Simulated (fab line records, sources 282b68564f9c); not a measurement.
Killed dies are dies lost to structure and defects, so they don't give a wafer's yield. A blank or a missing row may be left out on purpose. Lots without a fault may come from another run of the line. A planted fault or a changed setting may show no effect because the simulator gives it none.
fab line records | flow rit_cmos
record lots=7 wafers=21 last_day=7
route steps=202 shown CONTACT@172 M1@184
lots that met no fault: from a run of the same line without faults
start_h: hours from the record's first day to the start of the lot's first wafer shown | wait_h: hours since the lot's step before | " the same as in the row above | L1.1+2: a row that stands for several wafers | - no value, or no start given | * or withheld: withheld | < > ~ a bound
route shown NAME@n: a module of which the file shows steps, and the number in the route of the first | usual: mean/standard deviation of fault-free wafers | same: alike in all rows | chamber/n: place in a boat | sites: the reading at each site | _std_site: their standard deviation | _edge_site: outer sites' mean less inner sites' | radius_mm: how far each site lies from the wafer's centre | mask NAME#n: copy n | behind: the tool/chamber that last shaped the wafer | hold: why the lot was held/for how many hours/how that ended | device: the transistor (n, p or np) that didn't switch | end of line: the same wafers' tests at the end of the route | a step without rows: its recipe alone | killed: dies lost to structure and defects at the first sort, not the wafer's yield | map: a wafer's dies, x killed, . not, _ none there
set.NAME: the setting as run; set.NAME@STEP: as run at that earlier step | model.NAME: the simulator's own value behind a step, which no gauge read
lots at some steps of the route; a table a step, a row a wafer
services: from which hour (start_h, from the record's first day; less than 0 if before it) a tool's chamber was out of use, for how many hours, and why
## steps
# step RIT_CONTACT_SOFTBAKE_04
# recipe resist=NOVOLAK temp_c=90 time_s=60
# step RIT_CONTACT_EXPOSE_05
# recipe mask_id=M11 na=0.6 source_shape=conventional sigma_outer=0.5 target_cd_nm=1000 dose_mj=250
# step RIT_CONTACT_PEB_06
# recipe resist=NOVOLAK temp_c=withheld time_s=withheld
# step RIT_CONTACT_DEVELOP_07
# recipe resist=NOVOLAK develop_time_s=120 dev_temp_c=23
# step RIT_CONTACT_CD_MEAS_08
# recipe target_cd_nm=1000
# usual cd_nm=1000.4/2
# columns lot.wafer tool chamber start_h wait_h cd_nm
L972.4 cd_sem-01 - 56.49 - 1000.7
L972.5 " - " " 1001.4
L972.6 " - " " 1001.9
L974.1 cd_sem-01 - 70.59 - 1001.9
L974.3 " - " " 999.8
L974.5 " - " " 1001.4
L979.1 cd_sem-01 - 95.37 - 998.4
L979.4 " - " " 1000.4
L979.6 " - " " 1000.1
L985.1 cd_sem-01 - 121.77 - 1001.8
L985.4 " - " " 1001.6
L985.6 " - " " 1001.4
L993.2 cd_sem-02 - 163.27 - 999.6
L993.4 " - " " 999.1
L993.5 " - " " 997.5
L994.1 cd_sem-02 - 167.37 - 998.9
L994.2 " - " " 1002.3
L994.4 " - " " 1000.6
L995.3 cd_sem-01 - 168.56 - 1000.9
L995.5 " - " " 1001.7
L995.6 " - " " 1002.7
# step RIT_CONTACT_OVL_MEAS_09
# usual CONTACT_OVL=0.6/1.4
# columns lot.wafer tool chamber start_h wait_h CONTACT_OVL[nm]
L972.4 overlay-01 - 56.57 0.1 0.4
L972.5 " - " " 1.0
L972.6 " - " " 1.3
L974.1 overlay-01 - 70.71 0.1 -1.6
L974.3 " - " " -0.6
L974.5 " - " " 1.0
L979.1 overlay-01 - 95.49 0.1 1.2
L979.4 " - " " 0.0
L979.6 " - " " 0.2
L985.1 overlay-02 - 121.89 0.1 -2.2
L985.4 " - " " 0.3
L985.6 " - " " 0.3
L993.2 overlay-02 - 163.38 0.1 -0.7
L993.4 " - " " 0.5
L993.5 " - " " -0.5
L994.1 overlay-01 - 167.49 0.1 0.4
L994.2 " - " " 1.0
L994.4 " - " " 0.8
L995.3 overlay-01 - 168.65 0.1 -0.4
L995.5 " - " " 0.7
L995.6 " - " " -3.0
# step RIT_CONTACT_HARDBAKE_10
# recipe resist=NOVOLAK temp_c=140 time_s=60
# step RIT_CONTACT_ETCH_11
# recipe target_depth_a=4800 over_etch_frac=0.2 stop_on=TiSi2 chemistry=CHF3/CF4/Ar target=SiO2 CHF3_flow_sccm=50 cf4_flow_sccm=10 Ar_flow_sccm=100 O2_flow_sccm=5 pressure_mtorr=100 rf_w=200 time_s=320
# usual cf4_flow_sccm=10.00/0.03 drypump_motor_current_A=5.9/0.5 oes_product_au=0.989/0.015 throttle_valve_pct=8.85/0.11
# columns lot.wafer tool chamber start_h wait_h cf4_flow_sccm drypump_motor_current_A oes_product_au rf_hours_counter_h throttle_valve_pct
L972.4 rie_diel-02 0 56.83 0.1 10.00 5.9 0.982 - 9.07
L972.5 " 3 " " 10.02 5.1 1.013 - 8.76
L972.6 " 2 " " 9.98 6.6 0.973 - 8.80
L974.1 rie_diel-02 1 70.90 0.1 10.04 5.6 0.988 38 8.94
L974.3 " 2 " " 9.99 6.7 0.964 143 8.81
L974.5 " 1 " " 10.00 5.6 0.994 - 8.94
L979.1 rie_diel-03 1 95.68 0.1 10.01 6.0 0.970 160 8.92
L979.4 " 2 " " 9.97 6.4 0.992 82 8.72
L979.6 " 2 " " 9.97 6.5 0.987 - 8.71
L985.1 rie_diel-02 1 122.08 0.1 9.98 5.6 0.992 39 8.94
L985.4 " 0 " " 10.00 5.9 0.970 76 9.08
L985.6 " 3 " " 10.07 5.1 1.017 - 8.76
L993.2 rie_diel-04 0 163.56 0.1 10.01 5.6 1.004 0 9.03
L993.4 " 3 " " 10.03 6.4 1.012 134 8.86
L993.5 " 2 " " 10.02 5.6 0.966 - 8.90
L994.1 rie_diel-02 0 167.85 0.1 10.05 5.9 0.973 77 9.08
L994.2 " 1 " " 9.98 5.6 0.991 39 8.95
L994.4 " 2 " " 9.97 6.7 0.979 146 8.83
L995.3 rie_diel-03 2 168.83 0.1 10.02 6.5 0.983 84 8.70
L995.5 " 2 " " 10.01 6.5 0.984 - 8.70
L995.6 " 1 " " 10.00 6.0 0.979 - 8.93
# step RIT_CONTACT_STRIP_12
# recipe chemistry=O2 time_s=180 resist=NOVOLAK platen_temp_c=withheld power_w=500 pressure_mtorr=4000 o2_flow_sccm=4000
# usual drypump_motor_current_A=5.92/0.18
# columns lot.wafer tool chamber start_h wait_h drypump_motor_current_A rf_hours_counter_h
L972.4 plasma_asher-02 1 56.99 0.1 5.84 -
L972.5 " 1 " " 5.86 -
L972.6 " 0 " " 5.96 -
L974.1 plasma_asher-02 1 71.09 0.1 5.88 42
L974.3 " 0 " " 5.93 -
L974.5 " 1 " " 5.89 -
L979.1 plasma_asher-02 0 95.87 0.1 5.94 45
L979.4 " 0 " " 5.93 -
L979.6 " 1 " " 5.86 -
L985.1 plasma_asher-01 1 122.27 0.1 6.06 1
L985.4 " 1 " " 6.06 -
L985.6 " 1 " " 6.06 -
L993.2 plasma_asher-02 1 163.75 0.1 5.88 53
L993.4 " 1 " " 5.90 -
L993.5 " 0 " " 5.95 -
L994.1 plasma_asher-02 1 168.04 0.1 5.85 54
L994.2 " 0 " " 5.93 54
L994.4 " 0 " " 5.92 -
L995.3 plasma_asher-01 0 169.08 0.2 5.59 -
L995.5 " 1 " " 6.08 -
L995.6 " 0 " " 5.58 -
# step RIT_CONTACT_CD_MEAS_90
# recipe target_cd_nm=1000
# usual cd_nm=1000.3/2
# columns lot.wafer tool chamber start_h wait_h cd_nm
L972.4 cd_sem-02 - 57.16 0.1 1000.8
L972.5 " - " " 1001.6
L972.6 " - " " 1001.7
L974.1 cd_sem-01 - 71.27 0.1 1002.4
L974.3 " - " " 1000.1
L974.5 " - " " 1001.7
L979.1 cd_sem-02 - 96.05 0.1 998.4
L979.4 " - " " 1000.4
L979.6 " - " " 1000.4
L985.1 cd_sem-01 - 122.45 0.1 1001.8
L985.4 " - " " 1001.3
L985.6 " - " " 1001.1
L993.2 cd_sem-01 - 163.95 0.1 999.3
L993.4 " - " " 998.8
L993.5 " - " " 997.2
L994.1 cd_sem-01 - 168.22 0.1 998.5
L994.2 " - " " 1002.3
L994.4 " - " " 1000.4
L995.3 cd_sem-01 - 169.24 0.1 1000.5
L995.5 " - " " 1001.3
L995.6 " - " " 1002.4
# step RIT_CONTACT_CLEAN_13
# recipe chemistry=SC1 mix=3:3:50 time_s=600 temp_c=75
# step RIT_CONTACT_CLEAN_14
# recipe chemistry=SC2 mix=3:3:50 time_s=600 temp_c=75 dry=n2_spin
# step RIT_M1_SPUTTER_00
# recipe material=Al target_thk_nm=400 power_w=2000 chamber_pressure_pa=0.4 gas=Ar time_s=500 substrate_temp_c=25
# usual throttle_valve_pct=29.4/0.87
# columns lot.wafer tool chamber start_h wait_h throttle_valve_pct
L972.4 pvd_sputter-01 - 57.57 0.0 29.7
L972.5 " - " " 28.6
L972.6 " - " " 29.8
L974.1 pvd_sputter-01 - 71.74 0.0 30.2
L974.3 " - " " 29.8
L974.5 " - " " 29.9
L974.1 pvd_sputter-01 - 72.20 0.3 30.0
L974.3 " - " " 30.0
L974.5 " - " " 30.3
L979.1 pvd_sputter-02 - 96.56 0.0 29.6
L979.4 " - " " 29.9
L979.6 " - " " 29.4
L979.1 pvd_sputter-02 - 97.03 0.3 29.5
L979.4 " - " " 29.4
L979.6 " - " " 29.5
L985.1 pvd_sputter-02 - 122.93 0.0 29.5
L985.4 " - " " 27.4
L985.6 " - " " 29.4
L985.1 pvd_sputter-02 - 123.40 0.3 29.7
L985.4 " - " " 27.4
L985.6 " - " " 29.0
L993.2 pvd_sputter-01 - 164.40 0.0 30.0
L993.4 " - " " 30.1
L993.5 " - " " 29.9
L994.1 pvd_sputter-01 - 168.69 0.0 28.5
L994.2 " - " " 29.9
L994.4 " - " " 30.0
L995.3 pvd_sputter-04 - 169.67 0.0 30.9
L995.5 " - " " 29.7
L995.6 " - " " 30.5
# step RIT_M1_RS_MEAS_01
# recipe thk_meas_gauge=four-point-probe reads=Al_of_M1_SPUTTER_00
# usual M1_AL_RS=0.0736/0.00056
# columns lot.wafer tool chamber start_h wait_h M1_AL_RS[ohm/sq]
L972.4 film_metro-03 - 57.93 0.2 0.0738
L972.5 " - " " 0.0740
L972.6 " - " " 0.0738
L974.1 film_metro-03 - 72.49 0.1 0.0367
L974.3 " - " " 0.0364
L974.5 " - " " 0.0365
L979.1 film_metro-02 - 97.40 0.2 0.0366
L979.4 " - " " 0.0364
L979.6 " - " " 0.0365
L985.1 film_metro-01 - 123.69 0.1 0.0363
L985.4 " - " " 0.0361
L985.6 " - " " 0.0361
L993.2 film_metro-02 - 164.71 0.2 0.0731
L993.4 " - " " 0.0734
L993.5 " - " " 0.0737
L994.1 film_metro-03 - 168.98 0.1 0.0732
L994.2 " - " " 0.0728
L994.4 " - " " 0.0729
L995.3 film_metro-03 - 170.00 0.2 0.0738
L995.5 " - " " 0.0740
L995.6 " - " " 0.0735
# step RIT_M1_THK_MEAS_02
# recipe thk_meas_gauge=xrf reads=Al_of_M1_SPUTTER_00
# usual M1_AL_THK=409/4.1
# columns lot.wafer tool chamber start_h wait_h M1_AL_THK[nm]
L972.4 film_metro-03 - 58.02 0.1 405
L972.5 " - " " 403
L972.6 " - " " 406
L974.1 film_metro-03 - 72.61 0.1 807
L974.3 " - " " 813
L974.5 " - " " 811
L979.1 film_metro-02 - 97.52 0.1 823
L979.4 " - " " 827
L979.6 " - " " 823
L985.1 film_metro-01 - 123.81 0.1 820
L985.4 " - " " 828
L985.6 " - " " 830
L993.2 film_metro-02 - 164.82 0.1 410
L993.4 " - " " 412
L993.5 " - " " 406
L994.1 film_metro-03 - 169.10 0.1 408
L994.2 " - " " 407
L994.4 " - " " 407
L995.3 film_metro-03 - 170.10 0.1 402
L995.5 " - " " 403
L995.6 " - " " 407
# step RIT_M1_HMDS_03
# recipe prime_time_s=60 prime_temp_c=140
# step RIT_M1_COAT_04
# recipe resist=NOVOLAK spin_rpm=2000 resist_thk_nm=1300
# step RIT_M1_SOFTBAKE_05
# recipe resist=NOVOLAK temp_c=90 time_s=60
# step RIT_M1_EXPOSE_06
# recipe mask_id=M12 na=0.6 source_shape=conventional sigma_outer=0.5 target_cd_nm=2600 dose_mj=250
# step RIT_M1_PEB_07
# recipe resist=NOVOLAK temp_c=withheld time_s=withheld
# step RIT_M1_DEVELOP_08
# recipe resist=NOVOLAK develop_time_s=68 dev_temp_c=23
# step RIT_M1_CD_MEAS_09
# recipe target_cd_nm=2600
# usual cd_nm=2600.7/1.6
# columns lot.wafer tool chamber start_h wait_h cd_nm
L972.4 cd_sem-01 - 59.25 - 2599.4
L972.5 " - " " 2599.4
L972.6 " - " " 2598.3
L974.1 cd_sem-01 - 73.55 - 2604.0
L974.3 " - " " 2603.4
L974.5 " - " " 2601.3
L979.1 cd_sem-01 - 98.63 - 2599.3
L979.4 " - " " 2600.2
L979.6 " - " " 2600.3
L985.1 cd_sem-02 - 124.92 - 2597.8
L985.4 " - " " 2597.1
L985.6 " - " " 2598.4
L993.2 cd_sem-01 - 165.80 - 2599.4
L993.4 " - " " 2602.3
L993.5 " - " " 2597.0
L994.1 cd_sem-01 - 170.04 - 2601.7
L994.2 " - " " 2603.0
L994.4 " - " " 2602.1
L995.3 cd_sem-02 - 171.06 - 2598.7
L995.5 " - " " 2601.1
L995.6 " - " " 2598.5
# step RIT_M1_OVL_MEAS_10
# usual M1_OVL=-1.2/1.3
# columns lot.wafer tool chamber start_h wait_h M1_OVL[nm]
L972.4 overlay-01 - 59.33 0.1 -1.4
L972.5 " - " " 0.3
L972.6 " - " " 1.4
L974.1 overlay-01 - 73.67 0.1 -3.0
L974.3 " - " " -0.2
L974.5 " - " " -1.8
L979.1 overlay-02 - 98.75 0.1 -0.8
L979.4 " - " " -0.4
L979.6 " - " " -1.6
L985.1 overlay-02 - 125.04 0.1 -2.4
L985.4 " - " " -3.0
L985.6 " - " " -0.3
L993.2 overlay-01 - 165.91 0.1 -1.3
L993.4 " - " " -1.6
L993.5 " - " " -4.1
L994.1 overlay-01 - 170.16 0.1 0.2
L994.2 " - " " -1.9
L994.4 " - " " -1.4
L995.3 overlay-01 - 171.15 0.1 0.2
L995.5 " - " " -1.6
L995.6 " - " " -0.4
# step RIT_M1_HARDBAKE_11
# recipe resist=NOVOLAK temp_c=140 time_s=120
# step RIT_M1_METAL_ETCH_12
# recipe stop_on=SiO2 chemistry=Cl2/BCl3 target=Al time_s=165 over_etch_frac=0.5 pressure_mtorr=100 target_depth_a=6000 rf_w=250 Cl2_flow_sccm=60 bcl3_flow_sccm=50
# usual drypump_motor_current_A=5.9/0.54 oes_product_au=0.779/0.016 throttle_valve_pct=8.27/0.1
# columns lot.wafer tool chamber start_h wait_h drypump_motor_current_A oes_product_au rf_hours_counter_h throttle_valve_pct model.etch.depth_nm model.M1.feature_depth_nm
L972.4 rie_metal-03 0 59.65 0.1 6.0 0.775 - 8.40 398.5 430.9
L972.5 " 1 " " 6.2 0.779 - 8.28 396.7 429.6
L972.6 " 0 " " 6.0 0.774 - 8.40 398.6 430.9
L974.1 rie_metal-01 0 73.96 0.2 4.9 0.993 4 8.32 594.5 594.5
L974.3 " 1 " " 6.2 1.022 - 8.16 607.4 607.4
L974.5 " 0 " " 4.9 1.001 - 8.32 595.8 595.8
L979.1 rie_metal-02 0 99.35 0.2 6.3 1.031 1 8.09 599 599
L979.4 " 0 " " 6.3 1.019 - 8.08 592.3 592.3
L979.6 " 0 " " 6.3 1.020 - 8.09 594.5 594.5
L985.1 rie_metal-02 1 125.33 0.2 6.2 0.977 1 8.17 611.5 611.5
L985.4 " 0 " " 6.3 1.018 - 8.08 594.9 594.9
L985.6 " 0 " " 6.4 1.026 - 8.09 591.9 591.9
L993.2 rie_metal-02 1 166.19 0.2 6.2 0.753 2 8.22 401.3 434.2
L993.4 " 0 " " 6.3 0.802 - 8.13 400 432.1
L993.5 " 1 " " 6.2 0.754 - 8.22 399.1 432
L994.1 rie_metal-01 1 170.45 0.2 6.2 0.795 5 8.18 402.5 435.7
L994.2 " 0 " " 4.9 0.772 6 8.38 403.5 436.1
L994.4 " 1 " " 6.2 0.795 - 8.19 403 436.3
L995.3 rie_metal-03 1 171.48 0.2 6.2 0.776 - 8.28 399.1 431.9
L995.5 " 0 " " 6.0 0.796 - 8.41 397.1 430
L995.6 " 1 " " 6.2 0.772 - 8.29 400.4 433.2
# step RIT_M1_STRIP_13
# recipe chemistry=nmp resist=NOVOLAK temp_c=80 time_s=600 dry=n2_spin
# step RIT_M1_PROBE_99
# usual defect_limited_yield=97.4/1.1 killed_at_M0_to_M3=0.0/0.083 killed_at_contacts=0.1/0.31 killed_at_front_end=7/3 killed_dies=7/3 killed_on_rim=1.8/1.2 killed_open=3.2/1.9 killed_short=3.6/2.2 sort_bin_3_pad_short=0.1/0.24 sort_bin_5_function=1.5/0.78 sort_bin_6_memory=1.0/0.66 sort_n_pass=257/3 sort_yield_pct=97.4/1.1
# same gross_dies=264 killed_at_M4_up=0 killed_at_back_side=0 killed_at_other=0
# columns lot.wafer tool chamber start_h wait_h defect_limited_yield[%] killed_at_M0_to_M3 killed_at_contacts killed_at_front_end killed_dies killed_on_rim killed_open killed_short sort_bin_3_pad_short[%] sort_bin_5_function[%] sort_bin_6_memory[%] sort_n_pass sort_yield_pct[%]
L972.4 prober-02 - 62.01 0.2 95.8 0 0 11 11 2 6 5 0.4 3.0 0.8 253 95.8
L972.5 prober-02 - 62.06 0.2 97.3 0 0 7 7 2 5 2 0.4 1.1 1.1 257 97.3
L972.6 prober-02 - 62.11 0.2 99.2 0 0 2 2 0 0 2 0 0.8 0 262 99.2
L974.1 prober-02 - 76.21 0.1 0 262 0 2 264 70 1 1 0 99.6 0.4 0 0
L974.3 prober-02 - 76.31 0.2 0 255 0 9 264 70 2 7 0.4 98.1 1.5 0 0
L974.5 prober-02 - 76.41 0.2 0 261 0 3 264 70 1 2 0 100.0 0 0 0
L979.1 prober-01 - 101.83 0.1 0 259 0 5 264 70 2 3 0 99.2 0.8 0 0
L979.4 prober-01 - 101.98 0.2 0 258 2 4 264 70 4 2 0 99.6 0.4 0 0
L979.6 prober-01 - 102.08 0.2 0 255 0 9 264 70 3 6 0.8 98.9 0.4 0 0
L985.1 prober-01 - 127.86 0.1 0 251 0 13 264 70 6 7 0 98.1 1.9 0 0
L985.4 prober-01 - 128.01 0.2 0 253 1 10 264 70 6 5 1.1 98.9 0 0 0
L985.6 prober-01 - 128.11 0.2 0 262 0 2 264 70 2 0 0 99.6 0.4 0 0
L993.2 prober-01 - 168.49 0.1 96.2 0 0 10 10 6 5 5 0.4 2.3 1.1 254 96.2
L993.4 prober-01 - 168.59 0.2 95.5 0 0 12 12 5 4 8 0.4 2.3 1.9 252 95.5
L993.5 prober-01 - 168.64 0.2 98.1 0 0 5 5 2 3 2 0 1.5 0.4 259 98.1
L994.1 prober-02 - 172.72 0.1 97.7 0 0 6 6 2 5 1 0 1.9 0.4 258 97.7
L994.2 prober-02 - 172.77 0.1 98.5 0 0 4 4 1 3 1 0 0.4 1.1 260 98.5
L994.4 prober-02 - 172.87 0.2 98.5 0 0 4 4 1 2 2 0 0.4 1.1 260 98.5
L995.3 prober-01 - 174.32 0.2 97.0 0 0 8 8 3 3 5 0.4 1.9 0.8 256 97.0
L995.5 prober-01 - 174.42 0.2 95.8 0 0 11 11 3 6 5 0.4 2.7 1.1 253 95.8
L995.6 prober-01 - 174.47 0.2 97.3 0 0 7 7 0 2 5 0.8 1.1 0.8 257 97.3
# killed by level:class
L972.4 GATE:geometric_particle:short=3 REOX:geometric_particle:open=3 REOX:geometric_particle:short=2 SILICIDE:geometric_particle:open=2 FOX2:geometric_particle:open=1
L972.5 GATE:geometric_particle:open=2 REOX:geometric_particle:open=2 GATE:geometric_particle:short=1 SPACER:geometric_particle:open=1 SILICIDE:geometric_particle:short=1
L972.6 REOX:geometric_particle:short=1 SILICIDE:geometric_particle:short=1
L974.1 M1:area_etch=262 REOX:geometric_particle:short=1 SPACER:geometric_particle:open=1
L974.3 M1:area_etch=255 GATE:geometric_particle:short=4 FOX1:geometric_particle:short=3 GATE:geometric_particle:open=1 REOX:geometric_particle:open=1
L974.5 M1:area_etch=261 GATE:geometric_particle:short=2 GATE:geometric_particle:open=1
L979.1 M1:area_etch=259 FOX1:geometric_particle:short=1 GATE:geometric_particle:open=1 REOX:geometric_particle:short=1 REOX:geometric_particle:open=1 SPACER:geometric_particle:short=1
L979.4 M1:area_etch=258 FOX1:geometric_particle:open=2 CONTACT:geometric_particle:open=2 GATE:geometric_particle:short=1 REOX:geometric_particle:short=1
L979.6 M1:area_etch=255 GATE:geometric_particle:short=2 REOX:geometric_particle:short=2 ACTIVE:geometric_particle:short=1 FOX1:geometric_particle:short=1 FOX2:geometric_particle:open=1 REOX:geometric_particle:open=1 SILICIDE:geometric_particle:open=1
L985.1 M1:area_etch=251 GATE:geometric_particle:short=4 SPACER:geometric_particle:open=2 ACTIVE:geometric_particle:short=1 FOX2:geometric_particle:open=1 GATE:geometric_particle:open=1 REOX:geometric_particle:open=1 SPACER:geometric_particle:short=1
L985.4 M1:area_etch=253 FOX2:geometric_particle:open=2 GATE:geometric_particle:short=2 GATE:geometric_particle:open=2 SPACER:geometric_particle:short=2 SILICIDE:geometric_particle:open=2 CONTACT:geometric_particle:short=1
L985.6 M1:area_etch=262 GATE:geometric_particle:open=1 SPACER:geometric_particle:open=1
L993.2 GATE:geometric_particle:short=3 GATE:geometric_particle:open=3 REOX:geometric_particle:short=1 REOX:geometric_particle:open=1 SPACER:geometric_particle:short=1 SPACER:geometric_particle:open=1
L993.4 FOX2:geometric_particle:short=2 GATE:geometric_particle:open=2 SPACER:geometric_particle:open=2 SILICIDE:geometric_particle:short=2 ACTIVE:geometric_particle:short=1 FOX1:geometric_particle:short=1 GATE:geometric_particle:short=1 SPACER:geometric_particle:short=1
L993.5 GATE:geometric_particle:open=2 GATE:geometric_particle:short=2 REOX:geometric_particle:open=1
L994.1 GATE:geometric_particle:open=3 FOX2:geometric_particle:open=2 GATE:geometric_particle:short=1
L994.2 FOX1:geometric_particle:open=1 GATE:geometric_particle:short=1 GATE:geometric_particle:open=1 REOX:geometric_particle:open=1
L994.4 FOX1:geometric_particle:open=1 FOX1:geometric_particle:short=1 GATE:geometric_particle:short=1 GATE:geometric_particle:open=1
L995.3 GATE:geometric_particle:short=2 FOX1:geometric_particle:open=1 FOX2:geometric_particle:open=1 FOX2:geometric_particle:short=1 GATE:geometric_particle:open=1 REOX:geometric_particle:short=1 SPACER:geometric_particle:short=1
L995.5 FOX1:geometric_particle:open=4 FOX1:geometric_particle:short=2 GATE:geometric_particle:short=1 GATE:geometric_particle:open=1 REOX:geometric_particle:short=1 SPACER:geometric_particle:short=1 SILICIDE:geometric_particle:open=1
L995.6 REOX:geometric_particle:short=2 ACTIVE:geometric_particle:open=1 FOX1:geometric_particle:short=1 GATE:geometric_particle:short=1 REOX:geometric_particle:open=1 SPACER:geometric_particle:short=1
# map L974.1 (x killed, . not)
________xxxxxxx_______
_____xxxxxxxxxxxxx____
____xxxxxxxxxxxxxxx___
___xxxxxxxxxxxxxxxxx__
__xxxxxxxxxxxxxxxxxxx_
__xxxxxxxxxxxxxxxxxxx_
_xxxxxxxxxxxxxxxxxxxxx
_xxxxxxxxxxxxxxxxxxxxx
_xxxxxxxxxxxxxxxxxxxxx
_xxxxxxxxxxxxxxxxxxxxx
__xxxxxxxxxxxxxxxxxxx_
__xxxxxxxxxxxxxxxxxxx_
___xxxxxxxxxxxxxxxxx__
____xxxxxxxxxxxxxxx___
_____xxxxxxxxxxxxx____
________xxxxxxx_______
# map L979.1 (x killed, . not)
________xxxxxxx_______
_____xxxxxxxxxxxxx____
____xxxxxxxxxxxxxxx___
___xxxxxxxxxxxxxxxxx__
__xxxxxxxxxxxxxxxxxxx_
__xxxxxxxxxxxxxxxxxxx_
_xxxxxxxxxxxxxxxxxxxxx
_xxxxxxxxxxxxxxxxxxxxx
_xxxxxxxxxxxxxxxxxxxxx
_xxxxxxxxxxxxxxxxxxxxx
__xxxxxxxxxxxxxxxxxxx_
__xxxxxxxxxxxxxxxxxxx_
___xxxxxxxxxxxxxxxxx__
____xxxxxxxxxxxxxxx___
_____xxxxxxxxxxxxx____
________xxxxxxx_______
## services
# columns tool chamber start_h hours kind
rie_diel-04 3 43.88 1.8 repair
rie_diel-02 1 50.83 7.6 repair
rie_diel-03 0 53.04 12.4 repair
rie_metal-02 - 53.05 2.8 pm
pvd_sputter-04 - 58.31 7.3 repair
rie_metal-02 1 84.95 27.4 repair
rie_diel-03 1 101.81 - clean
rie_diel-03 1 101.81 13.4 scheduled_down
rie_diel-03 1 101.81 13.4 vent_cycle
rie_diel-02 3 105.16 7.2 repair
pvd_sputter-04 - 106.93 5.1 repair
plasma_asher-01 - 108.75 9.0 pm
plasma_asher-01 0 108.75 9.0 vent_cycle
plasma_asher-01 1 108.75 9.0 vent_cycle
rie_diel-02 1 109.64 7.4 repair
rie_metal-01 1 113.16 18.3 repair
rie_metal-03 - 115.71 0.7 repair
plasma_asher-01 0 117.75 - clean
plasma_asher-01 1 117.75 - clean
rie_metal-03 - 136.12 20.0 pm
rie_metal-03 0 136.12 20.0 vent_cycle
rie_metal-03 1 136.12 20.0 vent_cycle
pvd_sputter-04 - 143.46 11.7 repair
rie_diel-04 - 169.13 2.8 pm
## key
first_sign step=RIT_M1_SPUTTER_00 reading=visit direction=added
effect step=RIT_M1_RS_MEAS_01 reading=M1_AL_RS direction=down sigmas=67 usual=0.0736 struck=0.0364
effect step=RIT_M1_THK_MEAS_02 reading=M1_AL_THK direction=up sigmas=99+ usual=409 struck=820
effect step=RIT_M1_METAL_ETCH_12 reading=oes_product_au direction=up sigmas=14 usual=0.779 struck=1.012
effect step=RIT_M1_PROBE_99 reading=killed_at_M0_to_M3 direction=up sigmas=99+ usual=0.0 struck=257.3
model_effect step=RIT_M1_METAL_ETCH_12 value=etch.depth_nm without=399.6 struck=598
more_kills_born_at RIT_M1_METAL_ETCH_12@rie_metal-02=1538 RIT_M1_METAL_ETCH_12@rie_metal-01=778
met_at RIT_M1_SPUTTER_00
struck_wafers L974.1,L974.3,L974.5,L979.1,L979.4,L979.6,L985.1,L985.4,L985.6
later_rows_left_out L974.1,L974.3,L974.5,L979.1,L979.4,L979.6,L985.1,L985.4,L985.6
fault kind=repeated_step_whole tool=pvd_sputter-01,pvd_sputter-02,pvd_sputter-04 chamber=- onset_h=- steps=RIT_M1_SPUTTER_00 times=1 scope=struck_lots_only
# later_rows_left_out: the simulator's readings of these wafers behind a module that went badly wrong aren't trusted and aren't shown, but for the sort
